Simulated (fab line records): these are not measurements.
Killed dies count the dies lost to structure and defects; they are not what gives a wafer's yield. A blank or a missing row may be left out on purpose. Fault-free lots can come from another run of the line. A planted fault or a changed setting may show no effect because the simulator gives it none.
fab line records	flow rit_cmos
[record] lots = 7	wafers = 21	last_day = 7
route steps=202 shown CONTACT@178 M1@184
lots that met no fault: from a run of the same line without faults
start_h: the number of hours between the record's first day and the start of the first shown wafer of the lot	wait_h: hours elapsed since this lot's preceding step	" same as the row above	L1.1+2: a single row standing in for several wafers	- no value present, or no start provided	* or withheld: withheld	< > ~ a bound
route shown NAME@n: names a module that has steps shown in the file, with the first one's number in the route	usual: the fault-free wafers' mean and standard deviation	same: alike in all rows	chamber/n: place in a boat	sites: the reading at each site	_std_site: standard deviation of those values	_edge_site: inner sites' mean taken away from outer sites' mean	radius_mm: how far each site lies from the wafer's centre	mask NAME#n: copy n	behind: the tool/chamber that last shaped the wafer	hold: the reason the lot was held/the length of the hold in hours/how it ended	device: the n, p or np transistor that did not switch	end of line: tests of these same wafers at the route's end	step lacking rows: just its recipe	killed: at the first sort, the dies lost to defects and structure; wafer yield is something else	map: a wafer's dies, x killed, . not, _ none there
set.NAME: the run value of the setting; set.NAME@STEP: its run value at that earlier step	model.NAME: the simulator's own value behind a step, which no gauge read
lots at some steps of the route; a table a step, a row a wafer
services: a tool's chamber out of use, with start hour (start_h, from the record's first day; less than 0 if before it), hours out, and reason
[[steps]]
[step RIT_CONTACT_HARDBAKE_10]
[recipe] resist = NOVOLAK	temp_c = 140	time_s = 60
[step RIT_CONTACT_ETCH_11]
[recipe] target_depth_a = 4800	over_etch_frac = 0.2	stop_on = TiSi2	chemistry = CHF3/CF4/Ar	target = SiO2	CHF3_flow_sccm = 50	cf4_flow_sccm = 10	Ar_flow_sccm = 100	O2_flow_sccm = 5	pressure_mtorr = 100	rf_w = 200	time_s = 320
[usual] drypump_motor_current_A = 5.8/0.41	oes_product_au = 0.988/0.0075	throttle_valve_pct = 8.78/0.13
lot.wafer	tool	chamber	start_h	wait_h	drypump_motor_current_A	oes_product_au	rf_hours_counter_h	throttle_valve_pct
L628.1	rie_diel-02	2	76.53	0.1	5.8	0.988	58	8.87
L628.5	"	1	"	"	5.7	0.998	-	8.88
L628.6	"	0	"	"	5.4	0.980	-	8.57
L631.4	rie_diel-04	2	92.55	0.1	6.8	0.980	-	8.96
L631.5	"	1	"	"	5.0	0.991	-	8.91
L631.6	"	0	"	"	6.0	0.999	-	8.92
L632.1	rie_diel-02	1	96.53	0.1	5.7	0.991	89	8.88
L632.2	"	0	"	"	5.4	0.982	94	8.56
L632.6	"	3	"	"	6.0	0.989	-	8.63
L639.1	rie_diel-03	1	131.45	0.1	5.9	0.971	67	8.63
L639.5	"	3	"	"	5.6	0.998	-	8.86
L639.6	"	0	"	"	6.3	0.983	-	8.69
L640.2	rie_diel-03	2	138.00	0.1	5.5	0.987	43	8.65
L640.3	"	0	"	"	6.3	0.988	110	8.67
L640.6	"	1	"	"	5.9	0.979	-	8.62
L642.3	rie_diel-04	0	146.62	0.1	6.0	1.002	67	8.91
L642.5	"	0	"	"	6.1	0.994	-	8.92
L642.6	"	1	"	"	4.9	0.988	-	8.91
L644.2	rie_diel-03	3	157.29	0.1	5.6	1.003	127	8.83
L644.4	"	0	"	"	6.3	0.990	-	8.69
L644.5	"	3	"	"	5.5	0.999	-	8.85
[step RIT_CONTACT_STRIP_12]
[recipe] chemistry = O2	time_s = 180	resist = NOVOLAK	platen_temp_c = withheld	power_w = 500	pressure_mtorr = 4000	o2_flow_sccm = 4000
[usual] drypump_motor_current_A = 5.7/0.52
lot.wafer	tool	chamber	start_h	wait_h	drypump_motor_current_A	rf_hours_counter_h
L628.1	plasma_asher-03	1	76.72	0.1	5.6	46
L628.5	"	1	"	"	5.7	-
L628.6	"	0	"	"	6.6	-
L631.4	plasma_asher-04	1	92.70	0.1	5.6	-
L631.5	"	1	"	"	5.7	-
L631.6	"	0	"	"	5.9	-
L632.1	plasma_asher-04	1	96.72	0.1	5.7	47
L632.2	"	0	"	"	5.8	47
L632.6	"	0	"	"	5.9	-
L639.1	plasma_asher-01	0	131.65	0.1	5.2	26
L639.5	"	1	"	"	5.2	-
L639.6	"	0	"	"	5.2	-
L640.2	plasma_asher-03	1	138.19	0.1	5.6	53
L640.3	"	1	"	"	5.7	-
L640.6	"	1	"	"	5.7	-
L642.3	plasma_asher-03	1	146.87	0.2	5.7	-
L642.5	"	0	"	"	6.7	-
L642.6	"	1	"	"	5.7	-
L644.2	plasma_asher-04	0	157.48	0.1	5.9	4
L644.4	"	0	"	"	5.9	-
L644.5	"	0	"	"	5.9	-
[step RIT_CONTACT_CD_MEAS_90]
[recipe] target_cd_nm = 1000
[usual] cd_nm = 1000.8/2.4
lot.wafer	tool	chamber	start_h	wait_h	cd_nm
L628.1	cd_sem-02	-	76.90	0.1	1000.8
L628.5	"	-	"	"	1002.3
L628.6	"	-	"	"	1000.5
L631.4	cd_sem-01	-	92.88	0.1	1000.7
L631.5	"	-	"	"	1000.8
L631.6	"	-	"	"	998.9
L632.1	cd_sem-01	-	96.90	0.1	1003.3
L632.2	"	-	"	"	1002.6
L632.6	"	-	"	"	1002.8
L639.1	cd_sem-02	-	131.82	0.1	1004.3
L639.5	"	-	"	"	1003.0
L639.6	"	-	"	"	1003.8
L640.2	cd_sem-01	-	138.39	0.1	997.5
L640.3	"	-	"	"	998.5
L640.6	"	-	"	"	998.1
L642.3	cd_sem-02	-	147.02	0.1	1003.0
L642.5	"	-	"	"	1001.5
L642.6	"	-	"	"	1000.8
L644.2	cd_sem-01	-	157.68	0.1	1002.9
L644.4	"	-	"	"	1002.7
L644.5	"	-	"	"	1002.2
[step RIT_CONTACT_CLEAN_13]
[recipe] chemistry = SC1	mix = 3:3:50	time_s = 600	temp_c = 75
[step RIT_CONTACT_CLEAN_14]
[recipe] chemistry = SC2	mix = 3:3:50	time_s = 600	temp_c = 75	dry = n2_spin
[step RIT_M1_SPUTTER_00]
[recipe] material = Al	target_thk_nm = 400	power_w = 2000	chamber_pressure_pa = 0.4	gas = Ar	time_s = 500	substrate_temp_c = 25
[usual] chamber_pressure_pa = 0.4000/0.00086	throttle_valve_pct = 30.0/0.84
lot.wafer	tool	chamber	start_h	wait_h	chamber_pressure_pa	throttle_valve_pct
L628.1	pvd_sputter-01	-	77.38	0.0	0.4006	31.6
L628.5	"	-	"	"	0.4013	29.3
L628.6	"	-	"	"	0.3996	31.4
L631.4	pvd_sputter-04	-	93.31	0.0	0.3991	29.6
L631.5	"	-	"	"	0.3981	29.9
L631.6	"	-	"	"	0.4014	29.4
L632.1	pvd_sputter-01	-	97.56	0.0	0.4006	29.1
L632.2	"	-	"	"	0.4016	31.5
L632.6	"	-	"	"	0.3989	31.3
L639.1	pvd_sputter-04	-	132.29	0.0	0.4015	31.3
L639.5	"	-	"	"	0.4012	31.1
L639.6	"	-	"	"	0.4001	29.8
L640.2	pvd_sputter-01	-	138.84	0.0	0.3994	29.6
L640.3	"	-	"	"	0.3995	29.4
L640.6	"	-	"	"	0.4000	31.4
L642.3	pvd_sputter-01	-	147.47	0.0	0.3993	29.1
L642.5	"	-	"	"	0.4005	31.4
L642.6	"	-	"	"	0.4005	29.9
L644.2	pvd_sputter-01	-	158.13	0.0	0.4008	29.5
L644.4	"	-	"	"	0.4015	29.2
L644.5	"	-	"	"	0.4004	29.1
[step RIT_M1_RS_MEAS_01]
[recipe] thk_meas_gauge = four-point-probe	reads = Al_of_M1_SPUTTER_00
[usual] M1_AL_RS = 0.0739/0.00079
lot.wafer	tool	chamber	start_h	wait_h	M1_AL_RS[ohm/sq]
L628.1	film_metro-01	-	77.68	0.1	0.0725
L628.5	"	-	"	"	0.0728
L628.6	"	-	"	"	0.0726
L631.4	film_metro-04	-	93.66	0.2	0.0738
L631.5	"	-	"	"	0.0732
L631.6	"	-	"	"	0.0728
L632.1	film_metro-04	-	97.85	0.1	0.0743
L632.2	"	-	"	"	0.0735
L632.6	"	-	"	"	0.0739
L639.1	film_metro-04	-	132.59	0.1	0.0743
L639.5	"	-	"	"	0.0740
L639.6	"	-	"	"	0.0740
L640.2	film_metro-04	-	139.15	0.2	0.0728
L640.3	"	-	"	"	0.0742
L640.6	"	-	"	"	0.0729
L642.3	film_metro-01	-	147.80	0.2	0.0742
L642.5	"	-	"	"	0.0737
L642.6	"	-	"	"	0.0738
L644.2	film_metro-01	-	158.44	0.2	0.0736
L644.4	"	-	"	"	0.0739
L644.5	"	-	"	"	0.0742
[step RIT_M1_THK_MEAS_02]
[recipe] thk_meas_gauge = xrf	reads = Al_of_M1_SPUTTER_00
[usual] M1_AL_THK = 401/4.6
lot.wafer	tool	chamber	start_h	wait_h	M1_AL_THK[nm]
L628.1	film_metro-01	-	77.80	0.1	409
L628.5	"	-	"	"	408
L628.6	"	-	"	"	405
L631.4	film_metro-04	-	93.75	0.1	404
L631.5	"	-	"	"	407
L631.6	"	-	"	"	407
L632.1	film_metro-04	-	97.97	0.1	402
L632.2	"	-	"	"	404
L632.6	"	-	"	"	404
L639.1	film_metro-04	-	132.71	0.1	401
L639.5	"	-	"	"	405
L639.6	"	-	"	"	403
L640.2	film_metro-04	-	139.26	0.1	409
L640.3	"	-	"	"	403
L640.6	"	-	"	"	409
L642.3	film_metro-01	-	147.90	0.1	396
L642.5	"	-	"	"	399
L642.6	"	-	"	"	401
L644.2	film_metro-01	-	158.55	0.1	402
L644.4	"	-	"	"	397
L644.5	"	-	"	"	399
[step RIT_M1_HMDS_03]
[recipe] prime_time_s = 60	prime_temp_c = 140
[step RIT_M1_COAT_04]
[recipe] resist = NOVOLAK	spin_rpm = 2000	resist_thk_nm = 1300
[step RIT_M1_SOFTBAKE_05]
[recipe] resist = NOVOLAK	temp_c = 90	time_s = 60
[step RIT_M1_EXPOSE_06]
[recipe] mask_id = M12	na = 0.6	source_shape = conventional	sigma_outer = 0.5	target_cd_nm = 2600	dose_mj = 250
lot.wafer	tool	chamber	start_h	wait_h	mask	model.M1.overlay_x_nm
L628.1+5+6	iline_stepper-02	0	78.43	0.2	M12#0	0.349
L631.4+5+6	iline_stepper-02	0	94.41	0.2	M12#0	0.06922
L632.1+2+6	iline_stepper-01	0	98.61	0.2	M12#0	1.011
L639.1+5+6	iline_stepper-01	0	133.22	0.1	M12#0	1.687
L640.2+3+6	iline_stepper-02	0	139.91	0.2	M12#0	239.7
L642.3+5+6	iline_stepper-02	0	148.56	0.2	M12#0	239.6
L644.2+4+5	iline_stepper-02	0	159.19	0.2	M12#0	240.6
[step RIT_M1_PEB_07]
[recipe] resist = NOVOLAK	temp_c = withheld	time_s = withheld
[step RIT_M1_DEVELOP_08]
[recipe] resist = NOVOLAK	develop_time_s = 68	dev_temp_c = 23
[step RIT_M1_CD_MEAS_09]
[recipe] target_cd_nm = 2600
[usual] cd_nm = 2600.4/2.2
lot.wafer	tool	chamber	start_h	wait_h	cd_nm
L628.1	cd_sem-01	-	78.86	-	2598.7
L628.5	"	-	"	"	2601.9
L628.6	"	-	"	"	2601.7
L631.4	cd_sem-01	-	94.85	-	2602.8
L631.5	"	-	"	"	2601.4
L631.6	"	-	"	"	2602.6
L632.1	cd_sem-02	-	99.04	-	2601.9
L632.2	"	-	"	"	2601.0
L632.6	"	-	"	"	2600.2
L639.1	cd_sem-02	-	133.65	-	2601.4
L639.5	"	-	"	"	2602.8
L639.6	"	-	"	"	2602.1
L640.2	cd_sem-02	-	140.34	-	2598.3
L640.3	"	-	"	"	2599.6
L640.6	"	-	"	"	2601.0
L642.3	cd_sem-02	-	148.99	-	2602.8
L642.5	"	-	"	"	2603.7
L642.6	"	-	"	"	2601.2
L644.2	cd_sem-02	-	159.63	-	2600.3
L644.4	"	-	"	"	2601.2
L644.5	"	-	"	"	2600.6
[step RIT_M1_OVL_MEAS_10]
[usual] M1_OVL = 0.7/1.5
lot.wafer	tool	chamber	start_h	wait_h	hold	M1_OVL[nm]
L628.1	overlay-01	-	78.98	0.1	-	2.7
L628.5	"	-	"	"	-	1.6
L628.6	"	-	"	"	-	1.9
L631.4	overlay-02	-	94.92	0.1	-	0.6
L631.5	"	-	"	"	-	-0.3
L631.6	"	-	"	"	-	1.5
L632.1	overlay-02	-	99.16	0.1	-	2.3
L632.2	"	-	"	"	-	0.7
L632.6	"	-	"	"	-	0.1
L639.1	overlay-01	-	133.77	0.1	-	3.1
L639.5	"	-	"	"	-	3.5
L639.6	"	-	"	"	-	2.7
L640.2	overlay-01	-	140.44	0.1	await_dispo/0.2h/release	242.6
L640.3	"	-	"	"	await_dispo/0.2h/release	241.3
L640.6	"	-	"	"	await_dispo/0.2h/release	242.0
L640.2	overlay-01	-	140.65	0.2	-	240.5
L640.3	"	-	"	"	-	240.1
L640.6	"	-	"	"	-	240.2
L642.3	overlay-02	-	149.08	0.1	await_dispo/0.2h/release	240.2
L642.5	"	-	"	"	await_dispo/0.2h/release	242.1
L642.6	"	-	"	"	await_dispo/0.2h/release	241.0
L642.3	overlay-02	-	149.28	0.2	-	238.5
L642.5	"	-	"	"	-	240.4
L642.6	"	-	"	"	-	239.1
L644.2	overlay-01	-	159.73	0.1	await_dispo/0.2h/release	239.0
L644.4	"	-	"	"	await_dispo/0.2h/release	241.0
L644.5	"	-	"	"	await_dispo/0.2h/release	241.6
L644.2	overlay-01	-	159.93	0.2	-	237.8
L644.4	"	-	"	"	-	239.9
L644.5	"	-	"	"	-	240.6
[step RIT_M1_PROBE_99]
[usual] defect_limited_yield = 97.1/1.1	killed_at_contacts = 0.1/0.26	killed_at_front_end = 7.5/2.8	killed_dies = 7.6/2.8	killed_open = 3.9/2.1	killed_short = 3.7/1.7	sort_bin_3_pad_short = 0.1/0.2	sort_bin_5_function = 1.7/0.85	sort_bin_6_memory = 1.1/0.71	sort_n_pass = 256.4/2.8	sort_yield_pct = 97.1/1.1
[same] gross_dies = 264	killed_at_M0_to_M3 = 0	killed_at_M4_up = 0	killed_at_back_side = 0	killed_at_other = 0
lot.wafer	tool	chamber	start_h	wait_h	defect_limited_yield[%]	killed_at_contacts	killed_at_front_end	killed_dies	killed_open	killed_short	sort_bin_3_pad_short[%]	sort_bin_5_function[%]	sort_bin_6_memory[%]	sort_n_pass	sort_yield_pct[%]
L628.1	prober-02	-	81.52	0.1	96.6	0	9	9	6	3	0	2.3	1.1	255.0	96.6
L628.5	prober-02	-	81.72	0.2	96.2	0	10	10	6	4	0	2.3	1.5	254.0	96.2
L628.6	prober-02	-	81.77	0.2	97.7	0	6	6	3	3	0.4	1.1	0.8	258.0	97.7
L631.4	prober-01	-	97.60	0.2	96.2	0	10	10	6	4	0	3.0	0.8	254.0	96.2
L631.5	prober-01	-	97.65	0.2	96.2	0	10	10	4	6	0.8	1.9	1.1	254.0	96.2
L631.6	prober-01	-	97.70	0.2	97.7	0	6	6	4	2	0	1.1	1.1	258.0	97.7
L632.1	prober-02	-	101.71	0.1	97.0	1	7	8	4	4	0	2.3	0.8	256.0	97.0
L632.2	prober-02	-	101.76	0.1	97.3	0	7	7	3	4	0	1.1	1.5	257.0	97.3
L632.6	prober-02	-	101.96	0.2	97.3	0	7	7	3	4	0	1.9	0.8	257.0	97.3
L639.1	prober-01	-	136.31	0.1	98.1	0	5	5	2	3	0.4	0	1.5	259.0	98.1
L639.5	prober-01	-	136.51	0.2	97.7	0	6	6	4	2	0	1.1	1.1	258.0	97.7
L639.6	prober-01	-	136.56	0.2	98.1	0	5	5	2	3	0	1.5	0.4	259.0	98.1
// killed by level:class
L628.1 SILICIDE:geometric_particle:open=3 GATE:geometric_particle:open=2 FOX1:geometric_particle:open=1 GATE:geometric_particle:short=1 REOX:geometric_particle:short=1 SPACER:geometric_particle:short=1
L628.5 GATE:geometric_particle:open=3 SPACER:geometric_particle:short=2 SPACER:geometric_particle:open=2 FOX1:geometric_particle:short=1 GATE:geometric_particle:short=1 REOX:geometric_particle:open=1
L628.6 GATE:geometric_particle:open=2 GATE:geometric_particle:short=1 SPACER:geometric_particle:short=1 SILICIDE:geometric_particle:short=1 SILICIDE:geometric_particle:open=1
L631.4 REOX:geometric_particle:open=3 SILICIDE:geometric_particle:open=3 FOX1:geometric_particle:short=1 GATE:geometric_particle:short=1 REOX:geometric_particle:short=1 SPACER:geometric_particle:short=1
L631.5 FOX1:geometric_particle:open=2 FOX1:geometric_particle:short=2 GATE:geometric_particle:short=2 GATE:geometric_particle:open=2 REOX:geometric_particle:short=2
L631.6 FOX1:geometric_particle:open=2 FOX1:geometric_particle:short=2 GATE:geometric_particle:open=1 REOX:geometric_particle:open=1
L632.1 GATE:geometric_particle:open=3 GATE:geometric_particle:short=2 FOX1:geometric_particle:open=1 REOX:geometric_particle:short=1 CONTACT:geometric_particle:short=1
L632.2 GATE:geometric_particle:short=2 FOX1:geometric_particle:short=1 FOX1:geometric_particle:open=1 GATE:geometric_particle:open=1 SPACER:geometric_particle:open=1 SPACER:geometric_particle:short=1
L632.6 REOX:geometric_particle:short=3 SILICIDE:geometric_particle:open=2 GATE:geometric_particle:short=1 REOX:geometric_particle:open=1
L639.1 GATE:geometric_particle:short=2 SPACER:geometric_particle:open=1 SILICIDE:geometric_particle:open=1 SILICIDE:geometric_particle:short=1
L639.5 SPACER:geometric_particle:open=3 GATE:geometric_particle:short=1 SPACER:geometric_particle:short=1 SILICIDE:geometric_particle:open=1
L639.6 FOX1:geometric_particle:short=1 REOX:geometric_particle:open=1 SPACER:geometric_particle:short=1 SILICIDE:geometric_particle:short=1 SILICIDE:geometric_particle:open=1
[[services]]
tool	chamber	start_h	hours	kind
rie_diel-03	2	55.58	11.1	repair
rie_diel-02	2	59.42	3.3	repair
rie_diel-04	3	91.18	26.1	repair
plasma_asher-04	-	108.75	9.0	pm
plasma_asher-04	0	108.75	9.0	vent_cycle
plasma_asher-04	1	108.75	9.0	vent_cycle
plasma_asher-04	0	117.75	-	clean
plasma_asher-04	1	117.75	-	clean
iline_stepper-02	-	121.21	1.4	repair
pvd_sputter-04	-	121.91	1.1	repair
rie_diel-04	3	123.26	11.2	repair
rie_diel-02	1	131.27	15.7	repair
plasma_asher-03	-	132.28	2.8	pm
rie_diel-03	3	137.20	2.9	repair
plasma_asher-01	-	137.26	4.1	repair
rie_diel-03	1	153.42	16.0	repair
[[key]]
[first_sign] step = RIT_M1_OVL_MEAS_10	reading = visit	direction = added
[effect] step = RIT_M1_OVL_MEAS_10	reading = M1_OVL	direction = up	sigmas = 99+	usual = 0.7	struck = 241.2
[model_effect] step = RIT_M1_EXPOSE_06	value = M1.overlay_x_nm	without = -0.02098	struck = 240
met_at RIT_M1_EXPOSE_06
struck_wafers L640.2,L640.3,L640.6,L642.3,L642.5,L642.6,L644.2,L644.4,L644.5
scrapped_behind RIT_M1_OVL_MEAS_10 L640.2,L640.3,L640.6,L642.3,L642.5,L642.6,L644.2,L644.4,L644.5
onset_between 94.41 139.91
also_fits time
[fault] kind = scanner_matching_overlay	tool = iline_stepper-02	chamber = -	onset_h = 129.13	steps = RIT_M1_EXPOSE_06	offset = 240
